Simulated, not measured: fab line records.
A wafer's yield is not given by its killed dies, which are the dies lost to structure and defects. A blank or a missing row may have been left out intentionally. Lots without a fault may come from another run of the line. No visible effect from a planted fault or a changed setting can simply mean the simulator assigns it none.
Struck lot and sound lot, side by side || flow berkeleyCmos170 || 31 steps out of a route of 331
Sound: the wafers L973.3, L973.4, L973.6. The struck wafers were L974.3, L974.4, L974.6. The cause is named last.
For every step that has rows: the tool of each side, followed by ch and its chambers, followed by its first start. Under that, the readings that differ: sound wafers || struck wafers || difference of the means || sigmas: that difference in standard deviations of wafers without a fault.
alike: a reading whose means differ by less than 2 such deviations, as well as words and numbers matching on both sides. not compared: withheld readings; readings where some wafer has no value; bounds like >300 that might hide an equal value; numbers whose values overlap and for which the record gives no deviation.
The two part at a step that has a row with sigmas, a row that says differs or no value, or rows on one side only. When numbers do not overlap yet have no deviation, they are printed without sigmas and do not part them. Lack of a reading on every wafer of one side parts them only where that side has two or more wafers.

first, 6 steps without rows for these wafers: UCB170_V1_HMDS_06 (prime time 60 s); UCB170_V1_COAT_07 (resist thk 900 nm); UCB170_V1_SOFTBAKE_08 (time 58.18 s); UCB170_V1_EXPOSE_09 (exposes mask VIA1, target cd 700 nm); UCB170_V1_PEB_10; UCB170_V1_DEVELOP_11 (develop time 45 s).
UCB170_V1_CD_MEAS_12: target cd 700 nm.
  sound on cdSem-02, day 12 00:26; struck on cdSem-01, day 12 23:35
  alike: cdNm
UCB170_V1_OVL_MEAS_13:
  sound on overlay-02, day 12 00:32; struck on overlay-02, day 12 23:41
  alike: V1_OVL
UCB170_V1_ETCH_14: etches SiO2 in CHF3/CF4/Ar, stops on Al, target depth 1250 nm, time 299.3 s.
  sound on rieDiel-02 ch 1,2,3, day 12 00:34; struck on rieDiel-01 ch 0,2, day 12 23:42
  alike: drypumpMotorCurrentA, mfcArSccm, oesProductAu, throttleValvePct
  not compared: rfHoursCounterH
UCB170_V1_STRIP_15: strips in O2.
  sound on plasmaAsher-01 ch 0,1, day 12 00:46; struck on plasmaAsher-01 ch 0,1, day 12 23:55
  alike: drypumpMotorCurrentA, oesProductAu, stripTimeToEndpointS
  not compared: rfHoursCounterH
UCB170_V1_CD_MEAS_90: target cd 700 nm.
  sound on cdSem-01, day 12 00:53; struck on cdSem-01, day 13 00:01
  alike: cdNm
then, 1 step without rows for these wafers: UCB170_M2_PRE_CLEAN_00 (preclean etch time 60 s).
UCB170_M2_SPUTTER_01: material Al, target thk 900 nm, time 120 s.
  sound on pvdSputter-04, day 12 01:01; struck on pvdSputter-02, day 13 00:10
{"reading": "throttleValvePct (%)", "sound": "31.9 31.4 31.3", "struck": "30.2 26.8 28.1", "difference": -3.2, "sigmas": -2}
{"reading": "model.Al_of_M2_SPUTTER_01.thkNm (nm)", "sound": "882.5 894.2 895.7", "struck": "1612 1578 1606", "difference": "+708", "sigmas": ""}
  alike: cathodeDcPowerW
UCB170_M2_RS_MEAS_02: uses a four-point probe to measure.
  sound on filmMetro-03, day 12 01:09; struck on filmMetro-03, day 13 00:17
{"reading": "M2_AL_RS (ohm/sq)", "sound": "0.0328 0.0324 0.0323", "struck": "0.0179 0.0183 0.0179", "difference": -0.0145, "sigmas": -31}
UCB170_M2_THK_MEAS_03: measures by xrf.
  sound on filmMetro-03, day 12 01:15; struck on filmMetro-03, day 13 00:23
{"reading": "M2_AL_THK (nm)", "sound": "896 907 911", "struck": "1637 1598 1620", "difference": "+714", "sigmas": "+55"}
then, 3 steps without rows for these wafers: UCB170_M2_HMDS_04 (prime time 60 s); UCB170_M2_COAT_05 (resist thk 900 nm); UCB170_M2_SOFTBAKE_06 (time 60 s).
UCB170_M2_STRIP_07: strips in O2.
  sound on plasmaAsher-01 ch 0,1, day 12 01:46; struck on plasmaAsher-04 ch 0,1, day 13 01:16
  alike: drypumpMotorCurrentA, oesProductAu, stripTimeToEndpointS
  not compared: rfHoursCounterH
then, 7 steps without rows for these wafers: UCB170_M2_STRIP_08 (strips KrF in DMSO, time 600 s); UCB170_M2_COAT_09; UCB170_M2_COAT_10 (resist thk 900 nm); UCB170_M2_SOFTBAKE_11 (time 60 s); UCB170_M2_EXPOSE_12 (exposes mask METAL2, target cd 700 nm); UCB170_M2_PEB_13; UCB170_M2_DEVELOP_14 (develop time 45 s).
UCB170_M2_CD_MEAS_15: target cd 700 nm.
  sound on cdSem-02, day 12 03:01; struck on cdSem-02, day 13 02:34
  alike: cdNm
UCB170_M2_OVL_MEAS_16:
  sound on overlay-02, day 12 03:07; struck on overlay-01, day 13 02:40
  alike: M2_OVL
UCB170_M2_ETCH_17: etches BARC in N2/H2.
  sound on rieDiel-03 ch 1,3, day 12 03:08; struck on rieDiel-03 ch 1,2,3, day 13 02:41
  alike: drypumpMotorCurrentA, oesProductAu, throttleValvePct
UCB170_M2_METAL_ETCH_18: etches Al in Cl2/BCl3, stops on SiO2, target depth 1170 nm, time 195 s.
  sound on rieMetal-01 ch 0,1, day 12 03:14; struck on rieMetal-03 ch 0,1, day 13 02:47
{"reading": "oesProductAu (a.u.)", "sound": "0.863 0.855 0.853", "struck": "1.031 1.050 1.044", "difference": "+0.185", "sigmas": "+13"}
  alike: drypumpMotorCurrentA, throttleValvePct
  not compared: rfHoursCounterH
UCB170_M2_STRIP_19: strips in O2.
  sound on plasmaAsher-02 ch 0,1, day 12 03:24; struck on plasmaAsher-02 ch 0,1, day 13 02:57
  alike: drypumpMotorCurrentA, oesProductAu
  not compared: rfHoursCounterH

WHERE THEY PART
At UCB170_M2_SPUTTER_01 first; at UCB170_M2_METAL_ETCH_18 last (within this record only). Later steps at which nothing parts them and some readings are alike: UCB170_M2_STRIP_19.

WHY: whatever the simulator had introduced
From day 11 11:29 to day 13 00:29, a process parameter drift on pvdSputter-02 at UCB170_M2_SPUTTER_01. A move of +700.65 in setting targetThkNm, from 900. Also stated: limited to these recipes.
